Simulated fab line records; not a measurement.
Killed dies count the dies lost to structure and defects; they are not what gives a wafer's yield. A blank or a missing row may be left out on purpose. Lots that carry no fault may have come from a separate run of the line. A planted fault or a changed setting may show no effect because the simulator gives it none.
A struck lot beside a sound one | flow berkeley_cmos170 | 16 steps out of a route of 331
Sound: these wafers, L248.1, L248.2, L248.5. Struck: wafers L239.3, L239.4, L239.6. Last of all comes the cause.
Each step with rows lists, per side, the tool, then ch with its chambers, then its first start. Under that, the readings that differ: sound wafers | struck wafers | difference of the means | sigmas: that difference in standard deviations of wafers without a fault.
alike: a reading whose means differ by less than 2 such deviations, as well as words and numbers matching on both sides. not compared: withheld readings; readings where some wafer has no value; bounds like >300 that might hide an equal value; numbers whose values overlap and for which the record gives no deviation.
A row with sigmas, a row that says differs or no value, or rows on one side alone: a step with any of these is where the two part. Numbers that don't overlap but have no deviation are shown without sigmas and don't part them. Lack of a reading on every wafer of one side parts them only where that side has two or more wafers.

UCB170_NVT_OVL_MEAS_06:
  sound on overlay-01, day 10 07:35; struck on overlay-01, day 8 14:04
  alike: NVT_OVL
following that, these wafers have no rows for 1 step: UCB170_NVT_IMPLANT_07.
UCB170_NVT_STRIP_08: strips in O2.
  sound on plasma_asher-02 ch 0,1, day 10 07:46; struck on plasma_asher-04 ch 0,1, day 8 14:16
  alike: drypump_motor_current_A, oes_product_au, strip_time_to_endpoint_s
  not compared: rf_hours_counter_h
UCB170_NVT_TW_MEAS_09:
  sound on film_metro-01, day 10 07:52; struck on film_metro-01, day 8 14:22
  alike: NVT_TW
then, 7 steps without rows for these wafers: UCB170_NVT_CLEAN_10 (cleans in SPM, time 600 s); UCB170_PVT_HMDS_00 (prime time 60 s); UCB170_PVT_COAT_01 (resist thk 900 nm); UCB170_PVT_SOFTBAKE_02 (time 60 s); UCB170_PVT_EXPOSE_03 (exposes mask NWELL, target cd 3000 nm); UCB170_PVT_PEB_04; UCB170_PVT_DEVELOP_05 (develop time 45 s).
UCB170_PVT_OVL_MEAS_06:
  sound on overlay-02, day 10 09:59; struck on overlay-02, day 8 16:23
  alike: PVT_OVL
UCB170_PVT_IMPLANT_07:
  sound on implanter-02 ch 0, day 10 10:02; struck on implanter-03 ch 0, day 8 16:28
  reading            | sound                            | struck                          | difference  | sigmas
  dose_ions_cm2      | 1.9982e+12 1.9989e+12 2.0004e+12 | 1.0987e+12 1.0993e+12 1.099e+12 | -9.0017e+11 | -99 or more
  faraday_current_uA | 6.32 6.38 6.51                   | 3.58 3.45 3.49                  | -2.90       | -24
UCB170_PVT_STRIP_08: strips in O2.
  sound on plasma_asher-03 ch 0,1, day 10 10:11; struck on plasma_asher-01 ch 0,1, day 8 16:36
  alike: drypump_motor_current_A, oes_product_au, strip_time_to_endpoint_s
  not compared: rf_hours_counter_h
UCB170_PVT_TW_MEAS_09:
  sound on film_metro-04, day 10 10:17; struck on film_metro-03, day 8 17:05
  reading | sound       | struck      | difference | sigmas
  PVT_TW  | 505 507 506 | 421 423 421 | -84        | -22
  not compared: hold
following that, these wafers have no rows for 1 step: UCB170_M3_PROBE_99.

== WHERE THEY PART ==
Last at UCB170_PVT_TW_MEAS_09 as far as this record goes, first at UCB170_PVT_IMPLANT_07.

WHY: what the simulator had put in
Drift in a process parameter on implanter-03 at UCB170_PVT_IMPLANT_07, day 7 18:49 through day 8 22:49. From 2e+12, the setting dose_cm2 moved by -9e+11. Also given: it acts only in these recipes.
